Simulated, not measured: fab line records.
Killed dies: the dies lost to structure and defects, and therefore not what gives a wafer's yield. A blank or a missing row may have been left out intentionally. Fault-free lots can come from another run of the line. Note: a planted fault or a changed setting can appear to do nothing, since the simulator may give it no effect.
Comparing a struck lot with a sound one / flow rit-cmos / 19 out of 202 route steps
Sound: wafers L570.1, L570.4, L570.5. Wafers struck: L581.1, L581.3, L581.5. The cause is given at the end.
Each step with rows lists, per side, the tool, then ch with its chambers, then its first start. Under that, the readings that differ: sound wafers / struck wafers / difference of the means / sigmas: that difference in standard deviations of wafers without a fault.
alike: words and numbers the same on both sides, and readings whose means are apart by under 2 such deviations; not compared: readings that were withheld, readings missing a value for some wafer, numbers with overlapping values and no deviation given by the record, and bounds like >300 which may hide the same value.
Wherever a step has rows on one side only, a row that says differs or no value, or a row with sigmas, the two part there. Numbers that don't overlap but have no deviation are shown without sigmas and don't part them. A reading missing from all wafers of one side parts the sides only when that side holds two or more wafers.

first, 1 step without rows for these wafers: RIT_GATE_CLEAN_04 (cleans in dHF, time 60 s).
RIT_FOX2_THK_MEAS_91:
  sound on film-metro-03 at day 3 19:23; struck on film-metro-01 at day 6 07:53
  alike: FIELD_OXIDE_LEFT_2_THK
then, 2 steps without rows for these wafers: RIT_GATE_OXIDATION_05 (target thk 3 nm, ox time 270 s); RIT_GATE_ANNEAL_06 (time 600 s).
RIT_GATE_THK_MEAS_07:
  sound on film-metro-01 at day 3 20:47; struck on film-metro-04 at day 6 10:03
reading=GATE_OXIDE_THK (nm); sound=2.91 2.94 3.02; struck=3.10 3.08 3.08; difference=+0.13; sigmas=+2
then, 1 step without rows for these wafers: RIT_GATE_CVD_08 (deposits poly-Si from SiH4, target thk 250 nm, time 2220 s).
RIT_GATE_THK_MEAS_09:
  sound on film-metro-01 at day 3 22:27; struck on film-metro-04 at day 6 11:50
  alike: GATE_POLY_THK
then, 5 steps without rows for these wafers: RIT_GATE_HMDS_10 (prime time 60 s); RIT_GATE_COAT_11 (resist thk 855.5 nm); RIT_GATE_SOFTBAKE_12 (time 60 s); RIT_GATE_EXPOSE_13 (exposes mask M6, target cd 150 nm); RIT_GATE_PEB_14.
RIT_GATE_DEVELOP_15: develop time 50 s.
  sound on litho-track-04 ch 0, day 3 23:00; struck on litho-track-04 ch 0, day 6 12:00
reading=developer-temp-C (C); sound=23.04 23.15 23.17; struck=23.55 23.67 23.72; difference=+0.53; sigmas=+5
RIT_GATE_CD_MEAS_16: the cd target is 150 nm.
  sound on cd-sem-01 at day 3 23:33; struck on cd-sem-02 at day 6 12:53
  alike: cd-nm
RIT_GATE_OVL_MEAS_17:
  sound on overlay-01 at day 3 23:40; struck on overlay-02 at day 6 13:00
  alike: GATE_OVL
then, 1 step without rows for these wafers: RIT_GATE_HARDBAKE_18 (time 60 s).
RIT_GATE_ETCH_19: etches poly-Si in SF6/CHF3/O2, stops on SiO2, time 165 s, target depth 312.5 nm.
  sound on rie-si-01 ch 2,3, day 3 23:52; struck on rie-si-02 ch 0,1,2, day 6 13:11
reading=model.GATE.cd-nm (nm); sound=152.6 152.2 150.9; struck=155.5 154.6 155.9; difference=+3.4; sigmas=
  alike: drypump-motor-current-A, oes-product-au, throttle-valve-pct
  not compared: rf-hours-counter-h
RIT_GATE_STRIP_20: strips in O2, time 180 s.
  sound on plasma-asher-01 ch 0,1, day 3 23:58; struck on plasma-asher-04 ch 0, day 6 13:17
  alike: drypump-motor-current-A
  not compared: rf-hours-counter-h
RIT_M1_PROBE_99:
  sound on prober-01 at day 4 19:32; struck on prober-01 at day 7 09:40
reading=model.etest.npoly-line.line-ohm-um; sound=160.3 165.1 163.4; struck=159.5 159.9 157.4; difference=-4.0; sigmas=
reading=model.etest.npoly-line.width-nm (nm); sound=104.9 104.1 102; struck=107.7 106 107.3; difference=+3.3; sigmas=
reading=model.etest.ppoly-line.width-nm (nm); sound=105.2 104.9 104; struck=108.4 107.4 107.7; difference=+3.1; sigmas=
reading=model.etest.ring.delay-ps; sound=27.73 27.25 27.07; struck=29.73 29.86 30.12; difference=+2.55; sigmas=
reading=model.etest.retro-edge-nmos.off-log10-a-um; sound=-9.985 -9.852 -10.06; struck=-10.59 -10.88 -11.01; difference=-0.86; sigmas=
reading=model.etest.nmos_0p15.off-log10-a-um; sound=-10.15 -9.96 -10.02; struck=-10.8 -10.86 -11.08; difference=-0.9; sigmas=
reading=model.etest.ring.quiet-log10-a (angstrom); sound=-7.895 -7.738 -7.74; struck=-8.472 -8.447 -8.775; difference=-0.774; sigmas=
  alike: killed-at-contacts, killed-at-front-end, killed-dies, killed-open, killed-short
  not compared: model.etest.ppoly-line.line-ohm-um

WHERE THEY PART
At RIT_GATE_THK_MEAS_07 first; at RIT_GATE_DEVELOP_15 last (within this record only). Later steps at which nothing parts them and some readings are alike: RIT_GATE_CD_MEAS_16, RIT_GATE_OVL_MEAS_17, RIT_GATE_ETCH_19, RIT_GATE_STRIP_20, RIT_M1_PROBE_99.

WHY: whatever the simulator had introduced
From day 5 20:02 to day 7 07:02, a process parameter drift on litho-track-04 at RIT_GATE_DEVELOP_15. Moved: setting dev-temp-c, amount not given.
